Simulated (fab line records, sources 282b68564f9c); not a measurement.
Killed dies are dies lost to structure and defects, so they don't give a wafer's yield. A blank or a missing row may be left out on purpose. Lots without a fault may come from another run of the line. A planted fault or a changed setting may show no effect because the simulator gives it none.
Which tool did it? | flow rit_cmos | 15 lots, 45 wafers sampled, at 2 steps of a route of 202

WHAT THE GAUGES READ, wafer by wafer
RIT_M1_CD_MEAS_90: target cd 2600 nm.
lot  | measured    | on        | cd_nm (nm)
L607 | day 3 22:39 | cd_sem-01 | 2600.3 2600.9 2601.7
L608 | day 4 03:42 | cd_sem-02 | 2597.3 2597.2 2597.1
L609 | day 4 10:37 | cd_sem-02 | 2598.0 2600.3 2597.8
L611 | day 4 19:23 | cd_sem-01 | 2601.5 2601.1 2600.2
L612 | day 4 23:14 | cd_sem-02 | 2597.8 2598.5 2598.8
L613 | day 5 06:30 | cd_sem-02 | 2602.8 2604.4 2603.8
L614 | day 5 07:19 | cd_sem-02 | - - -
L615 | day 5 11:42 | cd_sem-01 | - - -
L616 | day 5 15:58 | cd_sem-02 | - - -
L618 | day 6 01:03 | cd_sem-01 | 2601.4 2599.3 2599.2
L624 | day 7 07:19 | cd_sem-02 | 2605.3 2603.1 2600.8
L625 | day 7 08:43 | cd_sem-02 | 2599.7 2597.9 2599.9
L626 | day 7 15:45 | cd_sem-02 | 2598.3 2597.9 2597.0
L628 | day 8 05:27 | cd_sem-01 | 2598.6 2601.9 2598.3
L629 | day 8 12:38 | cd_sem-01 | 2597.9 2598.6 2599.4

WHICH TOOL RAN EACH LOT (tool, then ch and the chambers of the sampled wafers, then the start)
lot  | RIT_M1_METAL_ETCH_12
L607 | rie_metal-04 ch 0,1, day 3 22:08
L608 | rie_metal-03 ch 0,1, day 4 03:11
L609 | rie_metal-02 ch 0, day 4 10:01
L611 | rie_metal-03 ch 0,1, day 4 18:52
L612 | rie_metal-02 ch 0,1, day 4 22:43
L613 | rie_metal-04 ch 0,1, day 5 06:00
L614 | rie_metal-03 ch 0,1, day 5 06:49
L615 | rie_metal-02 ch 0,1, day 5 11:11
L616 | rie_metal-04 ch 0,1, day 5 15:28
L618 | rie_metal-02 ch 0,1, day 6 00:33
L624 | rie_metal-03 ch 0,1, day 7 06:47
L625 | rie_metal-02 ch 0, day 7 08:11
L626 | rie_metal-04 ch 0,1, day 7 15:15
L628 | rie_metal-02 ch 0,1, day 8 04:57
L629 | rie_metal-04 ch 0,1, day 8 12:07
- RIT_M1_METAL_ETCH_12: etches Al in Cl2/BCl3, stops on SiO2, time 165 s, target depth 600 nm.

WHAT THE TOOLS THEMSELVES READ (means of the sampled wafers that have a number; where no wafer has one, the mark that the record gives instead)
RIT_M1_METAL_ETCH_12.
lot  | tool         | bcl3_flow_sccm (sccm) | chamber_pressure_mTorr (mTorr) | drypump_motor_current_A (A) | mfc_cl2_sccm (sccm) | oes_product_au (a.u.) | throttle_valve_pct (%)
L607 | rie_metal-04 | 49.90                 | 99.94                          | 5.5                         | 59.99               | 0.776                 | 8.33
L608 | rie_metal-03 | 50.14                 | 99.94                          | 4.9                         | 59.98               | 0.778                 | 8.31
L609 | rie_metal-02 | 50.06                 | 100.05                         | 5.9                         | 60.14               | 0.780                 | 8.24
L611 | rie_metal-03 | 50.05                 | 100.10                         | 4.9                         | 60.27               | 0.773                 | 8.30
L612 | rie_metal-02 | 49.84                 | 100.03                         | 5.5                         | 59.97               | 0.793                 | 8.26
L613 | rie_metal-04 | 50.03                 | 100.05                         | 5.7                         | 60.00               | 0.776                 | 8.31
L614 | rie_metal-03 | -                     | -                              | -                           | -                   | -                     | -
L615 | rie_metal-02 | -                     | -                              | -                           | -                   | -                     | -
L616 | rie_metal-04 | -                     | -                              | -                           | -                   | -                     | -
L618 | rie_metal-02 | 50.07                 | 100.02                         | 5.6                         | 60.04               | 0.778                 | 8.25
L624 | rie_metal-03 | 49.84                 | 100.05                         | 4.9                         | 59.74               | 0.777                 | 8.31
L625 | rie_metal-02 | 49.90                 | 99.98                          | 5.9                         | 60.05               | 0.775                 | 8.25
L626 | rie_metal-04 | 49.89                 | 100.03                         | 5.7                         | 59.96               | 0.783                 | 8.32
L628 | rie_metal-02 | 49.97                 | 100.03                         | 5.2                         | 60.03               | 0.787                 | 8.26
L629 | rie_metal-04 | 49.93                 | 100.01                         | 5.5                         | 60.16               | 0.782                 | 8.34

THE ANSWER, worked out from the rows above alone
Rule: what is usual is taken from the lots themselves. Put in order of their means at a reading, lots are off if they are a third of the lots or fewer, leave a main group of 4 or more, and stand apart from it by a gap of 3 or more times the standard deviation of the main group's means; of several such gaps the widest counts. A main group whose means are all the same, to the digits that the tables above print for the reading, isn't used. A lot without any number at a reading at which 4 lots or more have one is off too. The other lots that the step has rows for count as sound. The gauges are gone through in route order, then the tools' own readings, and for those a lot's mean is taken as printed above. The first step at which some lot is off is used, and at that step the reading that is off furthest; a lot without a number counts as furthest.
Off: L614, L615, L616, at RIT_M1_CD_MEAS_90 (cd_nm). Without a number there: L614, L615, L616. The main group: mean 2599.8 nm, standard deviation 1.9.
A tool fits if, at a process step before that reading, it ran every lot that is off, and no sound lot after the first of them. The gauges at RIT_M1_CD_MEAS_90 aren't tried: what is off there is off at RIT_M1_METAL_ETCH_12 too, on other tools, and a gauge's error can't cause that. None of those tried fits.

WHAT THE SIMULATOR HAD PUT IN
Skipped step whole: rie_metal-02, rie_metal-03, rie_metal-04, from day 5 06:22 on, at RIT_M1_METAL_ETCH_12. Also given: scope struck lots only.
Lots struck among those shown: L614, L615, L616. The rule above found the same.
